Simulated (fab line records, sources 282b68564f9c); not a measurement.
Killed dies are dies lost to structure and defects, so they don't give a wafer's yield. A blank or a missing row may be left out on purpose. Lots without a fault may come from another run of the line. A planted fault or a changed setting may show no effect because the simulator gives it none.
fab line records | flow rit_cmos
record lots=7 wafers=21 last_day=6
route steps=202 shown CONTACT@177 M1@184
lots that met no fault: from a run of the same line without faults
start_h: hours from the record's first day to the start of the lot's first wafer shown | wait_h: hours since the lot's step before | " the same as in the row above | L1.1+2: a row that stands for several wafers | - no value, or no start given | * or withheld: withheld | < > ~ a bound
route shown NAME@n: a module of which the file shows steps, and the number in the route of the first | usual: mean/standard deviation of fault-free wafers | same: alike in all rows | chamber/n: place in a boat | sites: the reading at each site | _std_site: their standard deviation | _edge_site: outer sites' mean less inner sites' | radius_mm: how far each site lies from the wafer's centre | mask NAME#n: copy n | behind: the tool/chamber that last shaped the wafer | hold: why the lot was held/for how many hours/how that ended | device: the transistor (n, p or np) that didn't switch | end of line: the same wafers' tests at the end of the route | a step without rows: its recipe alone | killed: dies lost to structure and defects at the first sort, not the wafer's yield | map: a wafer's dies, x killed, . not, _ none there
set.NAME: the setting as run; set.NAME@STEP: as run at that earlier step | model.NAME: the simulator's own value behind a step, which no gauge read
lots at some steps of the route; a table a step, a row a wafer
services: from which hour (start_h, from the record's first day; less than 0 if before it) a tool's chamber was out of use, for how many hours, and why
## steps
# step RIT_CONTACT_OVL_MEAS_09
# usual CONTACT_OVL=-0.9/1.4
# columns lot.wafer tool chamber start_h wait_h CONTACT_OVL[nm]
L705.2 overlay-02 - 62.83 0.1 -3.6
L705.4 " - " " -2.1
L705.6 " - " " -1.8
L708.1 overlay-02 - 75.96 0.1 -0.5
L708.5 " - " " -1.1
L708.6 " - " " -2.2
L714.1 overlay-01 - 107.19 0.1 -3.0
L714.2 " - " " -2.9
L714.3 " - " " 0.2
L718.1 overlay-02 - 129.47 0.1 3.6
L718.4 " - " " 1.0
L718.6 " - " " 2.7
L720.2 overlay-02 - 137.86 0.1 -0.5
L720.4 " - " " -0.9
L720.5 " - " " -0.7
L721.1 overlay-02 - 143.12 0.1 -1.6
L721.2 " - " " -2.8
L721.5 " - " " -2.1
L722.1 overlay-01 - 148.48 0.1 -2.1
L722.2 " - " " -0.4
L722.4 " - " " -2.2
# step RIT_CONTACT_HARDBAKE_10
# recipe resist=NOVOLAK temp_c=140 time_s=60
# step RIT_CONTACT_ETCH_11
# recipe target_depth_a=4800 over_etch_frac=0.2 stop_on=TiSi2 chemistry=CHF3/CF4/Ar target=SiO2 CHF3_flow_sccm=50 cf4_flow_sccm=10 Ar_flow_sccm=100 O2_flow_sccm=5 pressure_mtorr=100 rf_w=200 time_s=320
# usual drypump_motor_current_A=5.8/0.32 oes_product_au=0.990/0.012 throttle_valve_pct=8.90/0.12
# same over_etch_frac=0.2
# columns lot.wafer tool chamber start_h wait_h drypump_motor_current_A oes_product_au rf_hours_counter_h throttle_valve_pct
L705.2 rie_diel-01 2 63.01 0.1 5.7 1.006 96 8.87
L705.4 " 3 " " 5.7 0.967 131 8.70
L705.6 " 1 " " 5.3 0.987 - 8.94
L708.1 rie_diel-01 3 76.14 0.1 5.8 0.973 132 8.70
L708.5 " 3 " " 5.8 0.972 - 8.70
L708.6 " 0 " " 5.4 0.986 - 8.87
L714.1 rie_diel-04 1 107.38 0.1 5.5 0.992 34 8.85
L714.2 " 0 " " 5.7 0.973 131 8.69
L714.3 " 3 " " 6.0 0.991 4 8.83
L718.1 rie_diel-01 1 129.66 0.1 5.3 0.985 148 8.93
L718.4 " 0 " " 5.4 0.980 76 8.88
L718.6 " 3 " " 5.8 0.973 - 8.70
L720.2 rie_diel-04 2 138.04 0.1 6.2 1.008 0 8.90
L720.4 " 0 " " 5.7 0.977 132 8.69
L720.5 " 2 " " 6.2 1.014 - 8.93
L721.1 rie_diel-04 1 143.31 0.1 5.5 0.994 35 8.86
L721.2 " 3 " " 6.0 0.995 5 8.85
L721.5 " 3 " " 6.0 0.984 - 8.84
L722.1 rie_diel-01 2 148.67 0.1 5.7 1.009 98 8.87
L722.2 " 3 " " 5.8 0.977 133 8.70
L722.4 " 0 " " 5.4 0.980 76 8.87
# step RIT_CONTACT_STRIP_12
# recipe chemistry=O2 time_s=180 resist=NOVOLAK platen_temp_c=withheld power_w=500 pressure_mtorr=4000 o2_flow_sccm=4000
# usual drypump_motor_current_A=5.5/0.54
# columns lot.wafer tool chamber start_h wait_h drypump_motor_current_A rf_hours_counter_h
L705.2 plasma_asher-03 0 63.20 0.1 4.9 25
L705.4 " 0 " " 4.9 -
L705.6 " 1 " " 6.1 -
L708.1 plasma_asher-03 0 76.34 0.1 4.9 27
L708.5 " 1 " " 6.1 -
L708.6 " 0 " " 4.9 -
L714.1 plasma_asher-01 1 107.57 0.1 5.9 48
L714.2 " 0 " " 5.2 48
L714.3 " 0 " " 5.2 -
L718.1 plasma_asher-03 1 129.85 0.1 6.1 34
L718.4 " 0 " " 4.9 -
L718.6 " 1 " " 6.1 -
L720.2 plasma_asher-02 1 138.23 0.1 4.9 1
L720.4 " 0 " " 6.2 -
L720.5 " 1 " " 4.9 -
L721.1 plasma_asher-02 0 143.50 0.1 6.2 2
L721.2 " 1 " " 4.9 2
L721.5 " 1 " " 4.9 -
L722.1 plasma_asher-02 0 148.86 0.1 6.1 2
L722.2 " 1 " " 4.9 2
L722.4 " 0 " " 6.2 -
# step RIT_CONTACT_CD_MEAS_90
# recipe target_cd_nm=1000
# usual cd_nm=1000.1/2.2
# columns lot.wafer tool chamber start_h wait_h cd_nm
L705.2 cd_sem-02 - 63.40 0.1 998.8
L705.4 " - " " 995.3
L705.6 " - " " 999.8
L708.1 cd_sem-02 - 76.51 0.1 1000.9
L708.5 " - " " 999.8
L708.6 " - " " 1001.5
L714.1 cd_sem-01 - 107.75 0.1 997.3
L714.2 " - " " 997.0
L714.3 " - " " 998.5
L718.1 cd_sem-01 - 130.03 0.1 1003.9
L718.4 " - " " 1003.6
L718.6 " - " " 1001.7
L720.2 cd_sem-02 - 138.43 0.1 999.6
L720.4 " - " " 999.6
L720.5 " - " " 998.6
L721.1 cd_sem-02 - 143.68 0.1 1000.7
L721.2 " - " " 1000.4
L721.5 " - " " 1001.1
L722.1 cd_sem-02 - 149.04 0.1 997.6
L722.2 " - " " 1000.4
L722.4 " - " " 999.4
# step RIT_CONTACT_CLEAN_13
# recipe chemistry=SC1 mix=3:3:50 time_s=600 temp_c=75
# step RIT_CONTACT_CLEAN_14
# recipe chemistry=SC2 mix=3:3:50 time_s=600 temp_c=75 dry=n2_spin
# step RIT_M1_SPUTTER_00
# recipe material=Al target_thk_nm=400 power_w=2000 chamber_pressure_pa=0.4 gas=Ar time_s=500 substrate_temp_c=25
# usual substrate_temp_c=25.01/0.11 throttle_valve_pct=29.9/0.89
# columns lot.wafer tool chamber start_h wait_h substrate_temp_c throttle_valve_pct
L705.2 pvd_sputter-04 - 63.85 0.0 24.97 28.7
L705.4 " - " " 25.06 30.1
L705.6 " - " " 24.98 30.1
L708.1 pvd_sputter-03 - 77.00 0.0 24.91 29.2
L708.5 " - " " 25.00 29.9
L708.6 " - " " 25.01 28.6
L714.1 pvd_sputter-04 - 108.25 0.0 25.04 29.9
L714.2 " - " " 24.93 30.6
L714.3 " - " " 24.95 28.9
L718.1 pvd_sputter-04 - 130.50 0.0 24.93 28.8
L718.4 " - " " 25.07 31.0
L718.6 " - " " 24.99 29.7
L720.2 pvd_sputter-03 - 138.88 0.0 25.15 29.5
L720.4 " - " " 24.88 31.0
L720.5 " - " " 24.97 29.5
L721.1 pvd_sputter-04 - 144.16 0.0 25.10 28.6
L721.2 " - " " 25.09 31.3
L721.5 " - " " 25.07 30.2
L722.1 pvd_sputter-04 - 149.51 0.0 24.87 31.0
L722.2 " - " " 25.04 30.4
L722.4 " - " " 24.84 29.8
# step RIT_M1_RS_MEAS_01
# recipe thk_meas_gauge=four-point-probe reads=Al_of_M1_SPUTTER_00
# usual M1_AL_RS=0.0737/0.00088
# columns lot.wafer tool chamber start_h wait_h M1_AL_RS[ohm/sq]
L705.2 film_metro-02 - 64.16 0.2 0.0727
L705.4 " - " " 0.0727
L705.6 " - " " 0.0729
L708.1 film_metro-03 - 77.29 0.1 0.0738
L708.5 " - " " 0.0740
L708.6 " - " " 0.0749
L714.1 film_metro-02 - 108.55 0.1 0.0738
L714.2 " - " " 0.0737
L714.3 " - " " 0.0739
L718.1 film_metro-03 - 130.79 0.1 0.0743
L718.4 " - " " 0.0751
L718.6 " - " " 0.0740
L720.2 film_metro-02 - 139.19 0.2 0.0736
L720.4 " - " " 0.0737
L720.5 " - " " 0.0735
L721.1 film_metro-02 - 144.46 0.1 0.0729
L721.2 " - " " 0.0731
L721.5 " - " " 0.0729
L722.1 film_metro-04 - 149.80 0.1 0.0740
L722.2 " - " " 0.0741
L722.4 " - " " 0.0746
# step RIT_M1_THK_MEAS_02
# recipe thk_meas_gauge=xrf reads=Al_of_M1_SPUTTER_00
# usual M1_AL_THK=408/5
# columns lot.wafer tool chamber start_h wait_h M1_AL_THK[nm]
L705.2 film_metro-02 - 64.27 0.1 416
L705.4 " - " " 415
L705.6 " - " " 412
L708.1 film_metro-03 - 77.41 0.1 409
L708.5 " - " " 407
L708.6 " - " " 401
L714.1 film_metro-02 - 108.67 0.1 405
L714.2 " - " " 408
L714.3 " - " " 405
L718.1 film_metro-03 - 130.91 0.1 402
L718.4 " - " " 397
L718.6 " - " " 408
L720.2 film_metro-02 - 139.30 0.1 408
L720.4 " - " " 403
L720.5 " - " " 406
L721.1 film_metro-02 - 144.58 0.1 413
L721.2 " - " " 408
L721.5 " - " " 410
L722.1 film_metro-04 - 149.92 0.1 405
L722.2 " - " " 407
L722.4 " - " " 402
# step RIT_M1_HMDS_03
# recipe prime_time_s=60 prime_temp_c=140
# step RIT_M1_COAT_04
# recipe resist=NOVOLAK spin_rpm=2000 resist_thk_nm=1300
# step RIT_M1_SOFTBAKE_05
# recipe resist=NOVOLAK temp_c=90 time_s=60
# usual heater_power_total_W=34.57/0.051 plate_temp_C=90.00/0.13 resist_line_temp_C=22.98/0.1
# columns lot.wafer tool chamber start_h wait_h heater_power_total_W plate_temp_C resist_line_temp_C model.NOVOLAK_of_M1_COAT_04.thk_nm
L705.2 litho_track-04 0 64.65 0.1 34.49 90.03 23.06 1301
L705.4 " 0 " " 34.57 90.05 23.01 1305
L705.6 " 0 " " 34.68 90.13 22.94 1304
L708.1 litho_track-01 0 77.77 0.1 34.60 90.02 22.89 1297
L708.5 " 0 " " 34.60 90.06 22.97 1296
L708.6 " 0 " " 34.62 90.11 23.15 1297
L714.1 litho_track-01 0 109.03 0.1 34.45 89.65 22.83 1301
L714.2 " 0 " " 34.59 89.84 22.99 1299
L714.3 " 0 " " 34.52 89.75 22.97 1297
L718.1 litho_track-04 0 131.27 0.1 35.60 92.19 22.86 1297
L718.4 " 0 " " 35.56 91.89 23.07 1295
L718.6 " 0 " " 35.60 91.86 22.98 1296
L720.2 litho_track-04 0 139.68 0.1 35.52 92.13 23.12 1299
L720.4 " 0 " " 35.58 92.16 23.22 1298
L720.5 " 0 " " 35.58 92.18 23.12 1298
L721.1 litho_track-01 0 144.94 0.1 34.55 90.00 23.09 1302
L721.2 " 0 " " 34.57 90.01 23.18 1304
L721.5 " 0 " " 34.64 89.96 23.14 1304
L722.1 litho_track-04 0 150.28 0.1 35.59 92.00 22.92 1303
L722.2 " 0 " " 35.68 91.93 22.86 1304
L722.4 " 0 " " 35.62 91.86 22.87 1302
# step RIT_M1_EXPOSE_06
# recipe mask_id=M12 na=0.6 source_shape=conventional sigma_outer=0.5 target_cd_nm=2600 dose_mj=250
# step RIT_M1_PEB_07
# recipe resist=NOVOLAK temp_c=withheld time_s=withheld
# step RIT_M1_DEVELOP_08
# recipe resist=NOVOLAK develop_time_s=68 dev_temp_c=23
# usual resist_line_temp_C=23.00/0.093
# columns lot.wafer tool chamber start_h wait_h resist_line_temp_C model.NOVOLAK_of_M1_COAT_04.thk_nm
L705.2 litho_track-02 0 - - 23.07 1300
L705.4 " 0 " " 22.90 1305
L705.6 " 0 " " 23.04 1303
L708.1 litho_track-04 0 - - 22.98 1297
L708.5 " 0 " " 22.96 1295
L708.6 " 0 " " 22.97 1297
L714.1 litho_track-02 0 - - 23.19 1300
L714.2 " 0 " " 22.95 1298
L714.3 " 0 " " 23.03 1296
L718.1 litho_track-04 0 - - 23.15 1297
L718.4 " 0 " " 23.02 1294
L718.6 " 0 " " 23.08 1295
L720.2 litho_track-01 0 - - 23.21 1299
L720.4 " 0 " " 22.89 1297
L720.5 " 0 " " 22.90 1297
L721.1 litho_track-02 0 - - 23.17 1301
L721.2 " 0 " " 23.06 1303
L721.5 " 0 " " 23.15 1303
L722.1 litho_track-04 0 - - 22.97 1302
L722.2 " 0 " " 23.11 1304
L722.4 " 0 " " 23.06 1301
# step RIT_M1_CD_MEAS_09
# recipe target_cd_nm=2600
# usual cd_nm=2600.8/2.1
# columns lot.wafer tool chamber start_h wait_h cd_nm
L705.2 cd_sem-01 - 65.47 - 2600.0
L705.4 " - " " 2601.1
L705.6 " - " " 2601.4
L708.1 cd_sem-01 - 78.48 - 2604.8
L708.5 " - " " 2603.1
L708.6 " - " " 2603.8
L714.1 cd_sem-02 - 109.61 - 2602.7
L714.2 " - " " 2600.5
L714.3 " - " " 2602.1
L718.1 cd_sem-01 - 131.85 - 2601.1
L718.4 " - " " 2600.5
L718.6 " - " " 2600.7
L720.2 cd_sem-01 - 140.38 - 2602.6
L720.4 " - " " 2600.4
L720.5 " - " " 2599.3
L721.1 cd_sem-01 - 145.66 - 2601.0
L721.2 " - " " 2601.2
L721.5 " - " " 2601.5
L722.1 cd_sem-01 - 150.99 - 2598.7
L722.2 " - " " 2599.4
L722.4 " - " " 2596.5
# step RIT_M1_PROBE_99
# usual defect_limited_yield=97.3/1.1 killed_at_M0_to_M3=0.0/0.16 killed_at_contacts=0.1/0.3 killed_at_front_end=7.1/3 killed_dies=7.3/3 killed_open=3.6/2 killed_short=3.5/1.9
# same gross_dies=264 killed_at_M4_up=0 killed_at_back_side=0 killed_at_other=0
# columns lot.wafer tool chamber start_h wait_h defect_limited_yield[%] killed_at_M0_to_M3 killed_at_contacts killed_at_front_end killed_dies killed_open killed_short
L705.2 prober-01 - 68.22 0.1 95.1 0 0 13 13 10 3
L705.4 prober-01 - 68.32 0.2 97.0 0 0 8 8 4 4
L705.6 prober-01 - 68.42 0.2 96.6 0 0 9 9 7 2
L708.1 prober-02 - 81.15 0.1 96.6 0 0 9 9 3 6
L708.5 prober-02 - 81.35 0.2 96.6 0 0 9 9 6 3
L708.6 prober-02 - 81.40 0.2 98.5 0 0 4 4 2 2
L714.1 prober-02 - 112.54 0.1 97.0 0 0 8 8 3 5
L714.2 prober-02 - 112.59 0.1 97.7 0 0 6 6 3 3
L714.3 prober-02 - 112.64 0.2 97.0 0 0 8 8 4 4
L718.1 prober-02 - 134.51 0.1 98.1 0 0 5 5 2 3
L718.4 prober-02 - 134.66 0.2 97.7 1 0 5 6 1 5
L718.6 prober-02 - 134.76 0.2 97.7 0 0 6 6 4 2
L720.2 prober-02 - 143.23 0.1 97.3 0 0 7 7 3 4
L720.4 prober-02 - 143.33 0.2 99.2 0 0 2 2 0 2
L720.5 prober-02 - 143.38 0.2 98.1 0 0 5 5 4 1
L721.1 prober-01 - 148.44 0.1 96.2 0 1 9 10 7 3
L721.2 prober-01 - 148.49 0.1 97.7 0 0 6 6 4 2
L721.5 prober-01 - 148.64 0.2 98.1 0 0 5 5 3 2
L722.1 prober-02 - 154.06 0.1 97.7 0 0 6 6 4 2
L722.2 prober-02 - 154.11 0.1 97.0 0 0 8 8 3 5
L722.4 prober-02 - 154.21 0.2 97.3 0 0 7 7 3 4
# killed by level:class
L705.2 GATE:geometric_particle:open=5 SPACER:geometric_particle:open=4 FOX2:geometric_particle:open=1 FOX2:geometric_particle:short=1 GATE:geometric_particle:short=1 SPACER:geometric_particle:short=1
L705.4 GATE:geometric_particle:short=2 SILICIDE:geometric_particle:open=2 FOX1:geometric_particle:short=1 REOX:geometric_particle:open=1 SPACER:geometric_particle:open=1 SPACER:geometric_particle:short=1
L705.6 GATE:geometric_particle:open=4 SPACER:geometric_particle:open=3 GATE:geometric_particle:short=2
L708.1 GATE:geometric_particle:short=2 GATE:geometric_particle:open=2 SILICIDE:geometric_particle:short=2 FOX1:geometric_particle:short=1 FOX2:geometric_particle:open=1 REOX:geometric_particle:short=1
L708.5 GATE:geometric_particle:open=3 REOX:geometric_particle:open=2 FOX1:geometric_particle:short=1 FOX2:geometric_particle:short=1 GATE:geometric_particle:short=1 SILICIDE:geometric_particle:open=1
L708.6 GATE:geometric_particle:open=2 GATE:geometric_particle:short=2
L714.1 SILICIDE:geometric_particle:open=2 GATE:geometric_particle:short=2 REOX:geometric_particle:short=2 GATE:geometric_particle:open=1 SPACER:geometric_particle:short=1
L714.2 GATE:geometric_particle:open=2 SILICIDE:geometric_particle:short=2 GATE:geometric_particle:short=1 SILICIDE:geometric_particle:open=1
L714.3 GATE:geometric_particle:short=2 GATE:geometric_particle:open=2 FOX1:geometric_particle:open=1 FOX2:geometric_particle:open=1 REOX:geometric_particle:short=1 SILICIDE:geometric_particle:short=1
L718.1 GATE:geometric_particle:open=2 FOX1:geometric_particle:short=1 SPACER:geometric_particle:short=1 SILICIDE:geometric_particle:short=1
L718.4 GATE:geometric_particle:short=2 SPACER:geometric_particle:short=2 FOX1:geometric_particle:short=1 M1:geometric_particle:open=1
L718.6 GATE:geometric_particle:open=3 SILICIDE:geometric_particle:short=2 FOX1:geometric_particle:open=1
L720.2 GATE:geometric_particle:short=2 GATE:geometric_particle:open=2 SILICIDE:geometric_particle:short=2 REOX:geometric_particle:open=1
L720.4 FOX2:geometric_particle:short=1 REOX:geometric_particle:short=1
L720.5 GATE:geometric_particle:open=2 GATE:geometric_particle:short=1 REOX:geometric_particle:open=1 SILICIDE:geometric_particle:open=1
L721.1 SPACER:geometric_particle:open=4 ACTIVE:geometric_particle:open=1 FOX1:geometric_particle:open=1 SPACER:geometric_particle:short=1 SILICIDE:geometric_particle:open=1 SILICIDE:geometric_particle:short=1 CONTACT:geometric_particle:short=1
L721.2 SILICIDE:geometric_particle:open=2 FOX1:geometric_particle:open=1 GATE:geometric_particle:short=1 GATE:geometric_particle:open=1 REOX:geometric_particle:short=1
L721.5 SILICIDE:geometric_particle:open=2 FOX1:geometric_particle:short=1 FOX2:geometric_particle:short=1 SPACER:geometric_particle:open=1
L722.1 GATE:geometric_particle:open=3 GATE:geometric_particle:short=1 SPACER:geometric_particle:short=1 SPACER:geometric_particle:open=1
L722.2 GATE:geometric_particle:short=4 GATE:geometric_particle:open=2 FOX1:geometric_particle:short=1 FOX1:geometric_particle:open=1
L722.4 GATE:geometric_particle:short=3 GATE:geometric_particle:open=1 REOX:geometric_particle:open=1 SPACER:geometric_particle:short=1 SILICIDE:geometric_particle:open=1
## services
# columns tool chamber start_h hours kind
plasma_asher-03 - 44.61 4.5 repair
rie_diel-01 3 45.19 7.3 repair
rie_diel-04 - 48.42 15.2 repair
rie_diel-01 2 58.00 3.0 repair
pvd_sputter-03 - 73.85 2.0 repair
rie_diel-04 0 83.70 4.1 repair
pvd_sputter-04 - 91.74 3.9 repair
rie_diel-04 2 104.53 - clean
rie_diel-04 2 104.53 24.1 scheduled_down
rie_diel-04 2 104.53 24.1 vent_cycle
plasma_asher-02 - 108.75 9.0 pm
plasma_asher-02 0 108.75 9.0 vent_cycle
plasma_asher-02 1 108.75 9.0 vent_cycle
plasma_asher-03 - 110.13 0.6 repair
pvd_sputter-04 - 112.15 1.9 repair
plasma_asher-02 0 117.75 - clean
plasma_asher-02 1 117.75 - clean
plasma_asher-02 - 120.17 14.6 pm
pvd_sputter-04 - 124.76 3.2 repair
## key
first_sign step=RIT_M1_SOFTBAKE_05 reading=heater_power_total_W direction=up sigmas=20 usual=34.57 struck=35.59
effect step=RIT_M1_SOFTBAKE_05 reading=plate_temp_C direction=up sigmas=15 usual=* struck=*
model_effect step=RIT_M1_SOFTBAKE_05 value=NOVOLAK_of_M1_COAT_04.thk_nm without=1306 struck=1299
model_effect step=RIT_M1_DEVELOP_08 value=NOVOLAK_of_M1_COAT_04.thk_nm without=1305 struck=1299
met_at RIT_M1_SOFTBAKE_05
struck_wafers L718.1,L718.4,L718.6,L720.2,L720.4,L720.5,L722.1,L722.2,L722.4
loop_trim step=RIT_M1_EXPOSE_06 setting=dose lots=L722
onset_between 64.65 131.27
fault kind=process_parameter_drift tool=litho_track-04 chamber=- onset_h=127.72 steps=RIT_M1_SOFTBAKE_05 channel=temp_c offset=* shape=step end_h=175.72 acts_in=* stated=*
# loop_trim: a control loop set the setting to another value than it would have without faults
